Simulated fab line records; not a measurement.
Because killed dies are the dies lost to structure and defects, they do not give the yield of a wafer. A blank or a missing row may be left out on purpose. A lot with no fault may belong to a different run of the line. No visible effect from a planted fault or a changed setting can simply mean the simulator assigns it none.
Matching of chambers || flow berkeley_cmos170 || UCB170_V1_CMP_02 on cmp-02: 4 sister chambers
The step polishes SiO2. 14 wafers are shown with their chamber, then 7 later ones without.

== WAFERS WITH THEIR CHAMBER ==
{"wafer": "L242.3", "chamber": 1, "motor_current_A (A)": 15.9, "head_pressure_psi (psi)": 5.997, "slurry_flow_ml_min": 150.0}
{"wafer": "L242.4", "chamber": 0, "motor_current_A (A)": 13.3, "head_pressure_psi (psi)": 6.009, "slurry_flow_ml_min": 150.0}
{"wafer": "L242.6", "chamber": 3, "motor_current_A (A)": 18.6, "head_pressure_psi (psi)": 5.995, "slurry_flow_ml_min": 149.7}
{"wafer": "L245.1", "chamber": 0, "motor_current_A (A)": 14.6, "head_pressure_psi (psi)": 6.003, "slurry_flow_ml_min": 150.3}
{"wafer": "L245.3", "chamber": 3, "motor_current_A (A)": 17.3, "head_pressure_psi (psi)": 5.973, "slurry_flow_ml_min": 150.4}
{"wafer": "L245.4", "chamber": 1, "motor_current_A (A)": 16.2, "head_pressure_psi (psi)": 5.985, "slurry_flow_ml_min": 149.8}
{"wafer": "L244.1", "chamber": 3, "motor_current_A (A)": 17.9, "head_pressure_psi (psi)": 6.005, "slurry_flow_ml_min": 149.5}
{"wafer": "L244.2", "chamber": 2, "motor_current_A (A)": 17.8, "head_pressure_psi (psi)": 5.995, "slurry_flow_ml_min": 150.2}
{"wafer": "L244.4", "chamber": 1, "motor_current_A (A)": 15.6, "head_pressure_psi (psi)": 5.986, "slurry_flow_ml_min": 149.7}
{"wafer": "L247.3", "chamber": 3, "motor_current_A (A)": 17.0, "head_pressure_psi (psi)": 5.988, "slurry_flow_ml_min": 151.2}
{"wafer": "L247.4", "chamber": 2, "motor_current_A (A)": 17.8, "head_pressure_psi (psi)": 6.000, "slurry_flow_ml_min": 150.3}
{"wafer": "L247.5", "chamber": 1, "motor_current_A (A)": 16.0, "head_pressure_psi (psi)": 5.993, "slurry_flow_ml_min": 150.3}
{"wafer": "L251.2", "chamber": 1, "motor_current_A (A)": 16.7, "head_pressure_psi (psi)": 6.008, "slurry_flow_ml_min": 150.1}
{"wafer": "L251.3", "chamber": 0, "motor_current_A (A)": 14.6, "head_pressure_psi (psi)": 6.022, "slurry_flow_ml_min": 149.2}

SIGNATURES, as means of the wafers listed above
{"reading": "motor_current_A", "chamber 0": 14.167, "chamber 1": 16.080, "chamber 2": 17.800, "chamber 3": 17.700, "scatter within a chamber": 0.574}
{"reading": "head_pressure_psi", "chamber 0": 6.01133, "chamber 1": 5.99380, "chamber 2": 5.99750, "chamber 3": 5.99025, "scatter within a chamber": 0.0105}
{"reading": "slurry_flow_ml_min", "chamber 0": 149.833, "chamber 1": 149.980, "chamber 2": 150.250, "chamber 3": 150.200, "scatter within a chamber": 0.516}
Rule: for each reading, subtract the chamber's mean from the wafer's reading, divide by that reading's scatter and square the result; add these up over the readings and take the root, which gives the wafer's distance from the chamber. The wafer belongs to the nearest chamber; if the next one is less than 2 further off, it can't be placed. The scatter is the square root of a quotient: the sum, over the shown wafers, of each reading's squared deviation from its chamber's mean, divided by wafers minus chambers.

== WAFERS MISSING THEIR CHAMBER ==
{"wafer": "L251.4", "motor_current_A (A)": 18.8, "head_pressure_psi (psi)": 6.006, "slurry_flow_ml_min": 149.9}
{"wafer": "L252.3", "motor_current_A (A)": 17.8, "head_pressure_psi (psi)": 5.995, "slurry_flow_ml_min": 149.6}
{"wafer": "L252.5", "motor_current_A (A)": 16.7, "head_pressure_psi (psi)": 6.004, "slurry_flow_ml_min": 150.2}
{"wafer": "L252.6", "motor_current_A (A)": 17.4, "head_pressure_psi (psi)": 6.008, "slurry_flow_ml_min": 148.9}
{"wafer": "L253.2", "motor_current_A (A)": 18.2, "head_pressure_psi (psi)": 6.010, "slurry_flow_ml_min": 150.5}
{"wafer": "L253.4", "motor_current_A (A)": 13.4, "head_pressure_psi (psi)": 5.994, "slurry_flow_ml_min": 150.1}
{"wafer": "L253.5", "motor_current_A (A)": 14.0, "head_pressure_psi (psi)": 5.989, "slurry_flow_ml_min": 150.3}

== WHICH CHAMBER EACH ONE RAN IN ==
{"wafer": "L251.4", "from the rows above": "can't be placed: 2 or 3", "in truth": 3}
{"wafer": "L252.3", "from the rows above": "can't be placed: 3 or 2 or 1", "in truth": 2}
{"wafer": "L252.5", "from the rows above": "can't be placed: 1 or 2 or 3", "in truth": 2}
{"wafer": "L252.6", "from the rows above": "can't be placed: 2 or 3 or 1", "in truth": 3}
{"wafer": "L253.2", "from the rows above": "can't be placed: 2 or 3", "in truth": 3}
{"wafer": "L253.4", "from the rows above": 0, "in truth": 0}
{"wafer": "L253.5", "from the rows above": "can't be placed: 0 or 1", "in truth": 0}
Placed correctly: 1 of 7. Can't be placed from these rows: 6 (the true chamber is among the candidates in 6). Number placed wrongly: 0.
